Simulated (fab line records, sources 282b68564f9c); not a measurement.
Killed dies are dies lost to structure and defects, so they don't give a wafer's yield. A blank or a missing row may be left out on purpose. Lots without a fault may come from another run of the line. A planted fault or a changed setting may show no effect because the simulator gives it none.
A struck lot beside a sound one | flow rit_cmos | 18 steps out of a route of 202
Sound: wafers L498.1, L498.2, L498.3. Struck: wafers L493.1, L493.4, L493.5. The cause comes at the end.
At each step with rows: each side's tool, then ch and its chambers, then its first start. Under that, the readings that differ: sound wafers | struck wafers | difference of the means | sigmas: that difference in standard deviations of wafers without a fault.
alike: readings whose means differ by less than 2 such deviations, and words and numbers that are the same on both sides. not compared: withheld readings, readings that some wafer has no value for, bounds like >300 that may hide the same value, and numbers for which the record gives no deviation and whose values overlap.
The two part at a step that has a row with sigmas, a row that says differs or no value, or rows on one side only. Numbers that don't overlap but have no deviation are shown without sigmas and don't part them. A reading that every wafer of one side lacks parts them only if that side has two wafers or more.

first, 1 step without rows for these wafers: RIT_GATE_HARDBAKE_18 (time 60 s).
RIT_GATE_ETCH_19: etches poly-Si in SF6/CHF3/O2, stops on SiO2, time 165 s, target depth 312.5 nm.
  sound on rie_si-01 ch 0,1,3, day 6 16:56; struck on rie_si-02 ch 1,2,3, day 5 20:34
  alike: drypump_motor_current_A, oes_product_au, throttle_valve_pct
  not compared: rf_hours_counter_h
RIT_GATE_STRIP_20: strips in O2, time 180 s.
  sound on plasma_asher-03 ch 0,1, day 6 17:02; struck on plasma_asher-04 ch 0,1, day 5 20:41
  alike: drypump_motor_current_A
  not compared: rf_hours_counter_h
RIT_GATE_CD_MEAS_90: target cd 150 nm.
  sound on cd_sem-02, day 6 17:13; struck on cd_sem-02, day 5 20:51
  reading    | sound             | struck            | difference | sigmas
  cd_nm (nm) | 147.9 149.4 147.1 | 154.7 155.4 150.9 | +5.5       | +2
then, 4 steps without rows for these wafers: RIT_REOX_CLEAN_00 (cleans in SC1, time 600 s); RIT_REOX_CLEAN_01 (cleans in dHF, time 30 s); RIT_REOX_CLEAN_02 (cleans in SC2, time 600 s); RIT_REOX_OXIDATION_03 (target thk 25.2 nm, ox time 5580 s).
RIT_REOX_THK_MEAS_04:
  sound on film_metro-02, day 6 20:31; struck on film_metro-01, day 5 23:55
  reading             | sound          | struck         | difference | sigmas
  REOX_OXIDE_THK (nm) | 25.4 25.8 25.5 | 24.7 24.7 24.7 | -0.9       | -2
then, 3 steps without rows for these wafers: RIT_NLDD_HMDS_00 (prime time 60 s); RIT_NLDD_COAT_01 (resist thk 1000 nm); RIT_NLDD_SOFTBAKE_02 (time 60 s).
RIT_NLDD_EXPOSE_03: exposes mask M7, target cd 40700 nm.
  sound on iline_stepper-02 ch 0, day 6 21:08; struck on iline_stepper-01 ch 0, day 6 00:26
  reading                      | sound                | struck               | difference | sigmas
  model.NLDD.overlay_x_nm (nm) | 0.9932 0.9932 0.9932 | -300.7 -300.7 -300.7 | -301.7     |
  alike: mask, focus_offset_nm
then, 2 steps without rows for these wafers: RIT_NLDD_PEB_04; RIT_NLDD_DEVELOP_05 (develop time 50 s).
RIT_NLDD_OVL_MEAS_06:
  sound on overlay-01, day 6 21:32; struck on overlay-02, day 6 00:50
  reading       | sound       | struck               | difference | sigmas
  NLDD_OVL (nm) | 1.5 0.4 1.9 | -301.3 -300.7 -300.3 | -302.0     | -99 or more
then, 1 step without rows for these wafers: RIT_NLDD_HARDBAKE_07 (time 60 s).
RIT_M1_PROBE_99:
  sound on prober-02, day 7 13:29; struck on prober-01, day 6 16:17
  reading                        | sound             | struck          | difference | sigmas
  model.etest.nldd.width_nm (nm) | 3176 3135 3173    | 2969 2951 2980  | -195       |
  model.etest.nldd.line_ohm_um   | 125.4 130.6 127.2 | 120 117.4 117.7 | -9         |
  alike: killed_at_contacts, killed_at_front_end, killed_dies, killed_open, killed_short

WHERE THEY PART
First at RIT_GATE_CD_MEAS_90; last, within this record, at RIT_NLDD_OVL_MEAS_06. Later steps at which nothing parts them and some readings are alike: RIT_M1_PROBE_99.

WHY: what the simulator had put in
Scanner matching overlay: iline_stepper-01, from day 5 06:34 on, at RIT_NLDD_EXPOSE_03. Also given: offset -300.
